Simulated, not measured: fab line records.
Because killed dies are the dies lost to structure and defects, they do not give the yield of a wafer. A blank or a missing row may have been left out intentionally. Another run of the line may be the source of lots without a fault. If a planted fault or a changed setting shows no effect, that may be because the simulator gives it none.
Chamber matching + flow berkeleyCmos170 + UCB170_M3_ETCH_17 on rieDiel-01: 4 sister chambers
The step etches BARC in N2/H2. 8 wafers are shown with their chamber, then 7 later ones without.

== WAFERS WITH THEIR CHAMBER ==
| wafer  | chamber | drypumpMotorCurrentA (A) | throttleValvePct (%) |
|--------|---------|--------------------------|----------------------|
| L917.5 | 2       | 5.9                      | 13.53                |
| L917.6 | 1       | 4.9                      | 13.15                |
| L923.3 | 1       | 4.9                      | 13.17                |
| L919.3 | 2       | 5.8                      | 13.52                |
| L927.3 | 3       | 5.1                      | 13.65                |
| L927.6 | 0       | 6.4                      | 13.14                |
| L929.1 | 0       | 6.4                      | 13.14                |
| L929.2 | 3       | 5.1                      | 13.65                |

== WAFERS WITH NO CHAMBER GIVEN ==
| wafer  | drypumpMotorCurrentA (A) | throttleValvePct (%) |
|--------|--------------------------|----------------------|
| L929.5 | 5.9                      | 13.53                |
| L933.3 | 6.4                      | 13.14                |
| L933.4 | 4.9                      | 13.09                |
| L933.6 | 5.9                      | 13.53                |
| L934.3 | 4.9                      | 13.08                |
| L934.4 | 6.4                      | 13.13                |
| L934.5 | 4.9                      | 13.09                |

== WHICH CHAMBER EACH WENT THROUGH ==
| wafer  | from the rows above | in truth |
|--------|---------------------|----------|
| L929.5 | 2                   | 2        |
| L933.3 | 0                   | 0        |
| L933.4 | 1                   | 1        |
| L933.6 | 2                   | 2        |
| L934.3 | 1                   | 1        |
| L934.4 | 0                   | 0        |
| L934.5 | 1                   | 1        |
Correct placement for 7 of the 7. Can't be placed from these rows: 0. Number placed wrongly: 0.
How it was worked out, from the rows above alone: a wafer's distance from a chamber is the root of the sum, over the readings, of the square of ((its reading less the chamber's mean) divided by the reading's scatter). The wafer belongs to the nearest chamber; if the next one is less than 2 further off, it can't be placed. For every chamber, the mean is computed from those of its wafers that are shown. The scatter: take each reading less its chamber's mean, square it, sum over the shown wafers, divide by the number of wafers less the number of chambers, and take the root.
